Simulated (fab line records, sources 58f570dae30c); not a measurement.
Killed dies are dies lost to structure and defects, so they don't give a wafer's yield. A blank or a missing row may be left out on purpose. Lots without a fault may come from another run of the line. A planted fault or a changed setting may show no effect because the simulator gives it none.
A struck lot beside a sound one | flow berkeley_cmos170 | 28 steps out of a route of 331
Sound: wafers L597.1, L597.3, L597.6. Struck: wafers L602.2, L602.3, L602.5. The cause comes at the end.
At each step with rows: each side's tool, then ch and its chambers, then its first start. Under that, the readings that differ: sound wafers | struck wafers | difference of the means | sigmas: that difference in standard deviations of wafers without a fault.
alike: readings whose means differ by less than 2 such deviations, and words and numbers that are the same on both sides. not compared: withheld readings, readings that some wafer has no value for, bounds like >300 that may hide the same value, and numbers for which the record gives no deviation and whose values overlap.
The two part at a step that has a row with sigmas, a row that says differs or no value, or rows on one side only. Numbers that don't overlap but have no deviation are shown without sigmas and don't part them. A reading that every wafer of one side lacks parts them only if that side has two wafers or more.

first, 1 step without rows for these wafers: UCB170_GATE_CVD_04 (deposits poly-Si from SiH4, time 1440 s, target thk 214 nm).
UCB170_GATE_THK_MEAS_05:
  sound on film_metro-04, day 10 09:28; struck on film_metro-04, day 10 18:52
  alike: GATE_POLY_THK
then, 6 steps without rows for these wafers: UCB170_GATE_COAT_06; UCB170_GATE_COAT_07 (resist thk 900 nm); UCB170_GATE_SOFTBAKE_08 (time 60 s); UCB170_GATE_EXPOSE_09 (exposes mask POLY, target cd 350 nm); UCB170_GATE_PEB_10; UCB170_GATE_DEVELOP_11 (develop time 45 s).
UCB170_GATE_CD_MEAS_12: target cd 350 nm.
  sound on cd_sem-02, day 10 11:03; struck on cd_sem-01, day 10 19:47
  alike: cd_nm
UCB170_GATE_OVL_MEAS_13:
  sound on overlay-01, day 10 11:10; struck on overlay-02, day 10 19:53
  alike: GATE_OVL
UCB170_GATE_ETCH_14: etches BARC in N2/H2.
  sound on rie_diel-02 ch 1,3, day 10 11:13; struck on rie_diel-03 ch 0,1,3, day 10 19:55
  alike: drypump_motor_current_A, n2_flow_sccm, oes_product_au, throttle_valve_pct
UCB170_GATE_ETCH_15: etches poly-Si in HBr/Cl2, stops on SiO2, time 56.3 s, target depth 278.2 nm.
  sound on rie_si-02 ch 0,1,2, day 10 11:15; struck on rie_si-01 ch 0,2, day 10 19:58
  alike: drypump_motor_current_A, oes_product_au, throttle_valve_pct
  not compared: rf_hours_counter_h
UCB170_GATE_STRIP_16: strips in O2.
  sound on plasma_asher-02 ch 1, day 10 11:18; struck on plasma_asher-04 ch 0,1, day 10 20:01
  no value came back on the struck wafers for chamber_pressure_mTorr (mTorr), drypump_motor_current_A (A), oes_product_au (a.u.); on the sound wafers chamber_pressure_mTorr (mTorr) reads 3498 3501 3497
  reading                               | sound | struck            | difference | sigmas
  model.KrF_of_GATE_COAT_07.thk_nm (nm) | 0 0 0 | 773.8 779.5 778.8 | +777.4     |
  not compared: rf_hours_counter_h
UCB170_GATE_CD_MEAS_90: target cd 350 nm.
  sound on cd_sem-01, day 10 11:27; struck on cd_sem-01, day 10 20:08
  alike: cd_nm
then, 7 steps without rows for these wafers: UCB170_GATE_CLEAN_17 (cleans in SPM, time 600 s); UCB170_PLDD_HMDS_00 (prime time 60 s); UCB170_PLDD_COAT_01 (resist thk 900 nm); UCB170_PLDD_SOFTBAKE_02 (time 60 s); UCB170_PLDD_EXPOSE_03 (exposes mask PSELECT, target cd 1200 nm); UCB170_PLDD_PEB_04; UCB170_PLDD_DEVELOP_05 (develop time 45 s).
UCB170_PLDD_CD_MEAS_06: target cd 1200 nm.
  sound on cd_sem-02, day 10 13:11; struck on cd_sem-01, day 11 00:39
  alike: cd_nm
UCB170_PLDD_OVL_MEAS_07:
  sound on overlay-02, day 10 13:19; struck on overlay-01, day 11 00:45
  alike: PLDD_OVL
then, 2 steps without rows for these wafers: UCB170_PLDD_IMPLANT_08; UCB170_PLDD_IMPLANT_09.
UCB170_PLDD_STRIP_10: strips in O2.
  sound on plasma_asher-01 ch 0,1, day 10 13:39; struck on plasma_asher-03 ch 0,1, day 11 01:05
  reading                      | sound             | struck            | difference | sigmas
  strip_time_to_endpoint_s (s) | 21.51 21.50 21.56 | 46.21 46.39 46.44 | +24.82     | +99 or more
  alike: chamber_pressure_mTorr, drypump_motor_current_A, oes_product_au
  not compared: rf_hours_counter_h
UCB170_PLDD_TW_MEAS_11:
  sound on film_metro-04, day 10 13:45; struck on film_metro-04, day 11 01:25
  reading | sound         | struck   | difference | sigmas
  PLDD_TW | 996 1005 1000 | 30 30 30 | -970       | -99 or more
  not compared: hold
UCB170_M3_PROBE_99:
  the record has rows for the sound wafers here (prober-02, day 12 10:08) and none for the struck ones

WHERE THEY PART
First at UCB170_GATE_STRIP_16; last, within this record, at UCB170_M3_PROBE_99.

WHY: what the simulator had put in
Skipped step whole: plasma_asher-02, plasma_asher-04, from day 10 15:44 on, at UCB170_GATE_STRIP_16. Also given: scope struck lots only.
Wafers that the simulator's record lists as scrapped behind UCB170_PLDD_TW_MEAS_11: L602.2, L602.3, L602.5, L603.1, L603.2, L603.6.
